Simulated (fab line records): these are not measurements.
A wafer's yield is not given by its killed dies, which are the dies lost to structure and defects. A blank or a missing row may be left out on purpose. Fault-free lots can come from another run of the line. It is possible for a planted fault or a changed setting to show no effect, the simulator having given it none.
Which tool was responsible? ; flow rit-cmos ; 14 lots, 42 wafers sampled, at 5 steps of a route of 202

## WHAT THE GAUGES READ, wafer by wafer
RIT_SDANNEAL_RS_MEAS_04: measures by four-point-probe. Usual: PSD_RS gives 115.93 ohm/sq (standard deviation 0.26).
lot;measured;on;PSD_RS (ohm/sq);flag
L606;day 3 07:38;film-metro-03;116.07 116.24 115.92;
L608;day 3 16:51;film-metro-03;115.36 115.60 116.10;
L609;day 3 20:29;film-metro-04;116.16 116.22 116.23;
L610;day 4 03:32;film-metro-02;116.14 115.94 115.99;
L611;day 4 08:48;film-metro-03;115.84 115.46 115.54;
L613;day 4 17:35;film-metro-04;115.83 115.43 115.69;
L614;day 4 23:50;film-metro-04;116.27 116.17 116.07;
L615;day 5 06:28;film-metro-04;116.28 115.64 116.17;
L619;day 5 20:48;film-metro-03;72.60 72.74 72.85;OFF
L620;day 6 03:52;film-metro-02;115.77 115.95 115.85;
L621;day 6 09:07;film-metro-04;72.49 72.50 72.26;OFF
L622;day 6 11:15;film-metro-04;116.07 115.86 115.96;
L624;day 6 23:56;film-metro-04;115.61 115.84 115.57;
L628;day 7 20:13;film-metro-03;116.38 116.55 116.28;

RIT_SDANNEAL_RS_MEAS_05: measures by four-point-probe. Usual: NSD_RS gives 84.58 ohm/sq (standard deviation 0.25).
lot;measured;on;NSD_RS (ohm/sq);flag
L606;day 3 07:46;film-metro-03;84.47 84.89 84.45;
L608;day 3 16:58;film-metro-03;84.49 84.33 84.40;
L609;day 3 20:36;film-metro-04;84.58 84.88 84.74;
L610;day 4 03:39;film-metro-02;84.95 84.49 84.58;
L611;day 4 08:55;film-metro-03;84.73 84.88 84.45;
L613;day 4 17:43;film-metro-04;84.73 84.84 84.63;
L614;day 4 23:58;film-metro-04;84.49 84.07 84.60;
L615;day 5 06:35;film-metro-04;84.63 84.42 84.36;
L619;day 5 20:55;film-metro-03;77.67 77.43 77.49;OFF
L620;day 6 03:59;film-metro-02;84.25 84.16 84.04;
L621;day 6 09:14;film-metro-04;77.72 77.41 77.78;OFF
L622;day 6 11:22;film-metro-04;84.51 84.59 84.63;
L624;day 7 00:03;film-metro-04;84.19 84.15 84.48;
L628;day 7 20:20;film-metro-03;84.67 84.74 84.44;

RIT_SDANNEAL_RS_MEAS_06: measures by four-point-probe. Usual: PLDD_RS gives 178.8 ohm/sq (standard deviation 0.34).
lot;measured;on;PLDD_RS (ohm/sq);flag
L606;day 3 07:53;film-metro-03;178.8 178.5 178.0;
L608;day 3 17:05;film-metro-03;178.3 178.8 178.6;
L609;day 3 20:43;film-metro-04;178.3 178.4 178.6;
L610;day 4 03:46;film-metro-02;179.2 178.5 178.8;
L611;day 4 09:02;film-metro-03;178.7 179.1 178.8;
L613;day 4 17:50;film-metro-04;179.2 178.5 178.8;
L614;day 5 00:05;film-metro-04;178.7 178.7 178.6;
L615;day 5 06:42;film-metro-04;179.3 178.8 178.9;
L619;day 5 21:02;film-metro-03;142.0 141.8 142.1;OFF
L620;day 6 04:06;film-metro-02;178.5 178.3 178.1;
L621;day 6 09:21;film-metro-04;141.1 141.3 141.5;OFF
L622;day 6 11:29;film-metro-04;179.4 178.9 179.2;
L624;day 7 00:10;film-metro-04;178.6 178.8 178.8;
L628;day 7 20:27;film-metro-03;179.4 179.1 179.5;

RIT_SDANNEAL_RS_MEAS_07: measures by four-point-probe. Usual: NLDD_RS gives 151.8 ohm/sq (standard deviation 0.5).
lot;measured;on;NLDD_RS (ohm/sq);flag
L606;day 3 08:00;film-metro-03;152.1 152.0 152.0;
L608;day 3 17:13;film-metro-03;152.0 151.8 151.5;
L609;day 3 20:50;film-metro-04;152.4 151.9 151.9;
L610;day 4 03:53;film-metro-02;151.6 151.3 151.5;
L611;day 4 09:10;film-metro-03;151.9 151.9 151.8;
L613;day 4 17:57;film-metro-04;151.0 151.0 151.2;
L614;day 5 00:12;film-metro-04;151.6 151.0 151.2;
L615;day 5 06:49;film-metro-04;151.0 150.9 150.8;
L619;day 5 21:10;film-metro-03;144.0 143.5 143.4;OFF
L620;day 6 04:13;film-metro-02;152.2 152.5 151.6;
L621;day 6 09:28;film-metro-04;142.6 143.3 143.0;OFF
L622;day 6 11:37;film-metro-04;152.2 152.5 152.4;
L624;day 7 00:17;film-metro-04;152.1 151.6 151.6;
L628;day 7 20:34;film-metro-03;152.0 151.8 151.9;

## EACH LOT AND THE TOOL THAT RAN IT (in order: tool; ch and the chambers of the sampled wafers; start)
lot;RIT_SDANNEAL_RTA_03
L606;rtp-anneal-01 ch 0, day 3 07:34
L608;rtp-anneal-01 ch 0, day 3 16:47
L609;rtp-anneal-02 ch 0, day 3 20:25
L610;rtp-anneal-01 ch 0, day 4 03:28
L611;rtp-anneal-02 ch 0, day 4 08:44
L613;rtp-anneal-02 ch 0, day 4 17:32
L614;rtp-anneal-01 ch 0, day 4 23:47
L615;rtp-anneal-02 ch 0, day 5 06:24
L619;rtp-anneal-02 ch 0, day 5 20:44
L620;rtp-anneal-01 ch 0, day 6 03:47
L621;rtp-anneal-02 ch 0, day 6 09:03
L622;rtp-anneal-01 ch 0, day 6 11:12
L624;rtp-anneal-01 ch 0, day 6 23:52
L628;rtp-anneal-01 ch 0, day 7 20:09
- RIT_SDANNEAL_RTA_03: time 5 s.

## AS READ BY THE TOOLS THEMSELVES (means over the sampled wafers that have a number; for cases with no such wafer, the mark the record gives instead)
RIT_SDANNEAL_RTA_03. Usual: wafer_temp_C_max 1053.7, standard deviation 1.2.
lot;tool;wafer_temp_C_max;flag
L606;rtp-anneal-01;1053.0;
L608;rtp-anneal-01;1054.2;
L609;rtp-anneal-02;1054.3;
L610;rtp-anneal-01;1052.8;
L611;rtp-anneal-02;1053.3;
L613;rtp-anneal-02;1054.6;
L614;rtp-anneal-01;1054.7;
L615;rtp-anneal-02;1054.1;
L619;rtp-anneal-02;1052.7;
L620;rtp-anneal-01;1054.1;
L621;rtp-anneal-02;1055.0;
L622;rtp-anneal-01;1052.7;
L624;rtp-anneal-01;1053.4;
L628;rtp-anneal-01;1054.2;

## THE ANSWER, worked out from the rows above alone
Rule: take the mean of a lot's wafers that have a number; if it is more than 3 standard deviations from the usual mean, the lot is off. A lot without any number at a reading at which 4 lots or more have one is off too. All remaining lots with rows at the step are treated as sound. Order of review: gauges by route order, followed by the tools' own readings, for which a lot's mean as printed above is used. The first step at which some lot is off is used, and at that step the reading that is off furthest; a lot without a number counts as furthest.
Off: L619, L621, seen at RIT_SDANNEAL_RS_MEAS_04 (PSD_RS).
If a tool, at a process step before that reading, ran all the lots that are off and no sound lot after the first of them, it fits. Those tools and the gauges at RIT_SDANNEAL_RS_MEAS_04 are tried in the same way. One fits: RIT_SDANNEAL_RTA_03 on rtp-anneal-02. A fault onset in the window from L615 (day 5 06:24, its last sound lot) to L619 (day 5 20:44, its first lot off) fits.

## WHAT WAS PUT IN BY THE SIMULATOR
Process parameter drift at RIT_SDANNEAL_RTA_03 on rtp-anneal-02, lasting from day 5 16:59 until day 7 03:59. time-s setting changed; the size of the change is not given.
Struck lots among those shown: L619, L621. The rule above reached the same finding.
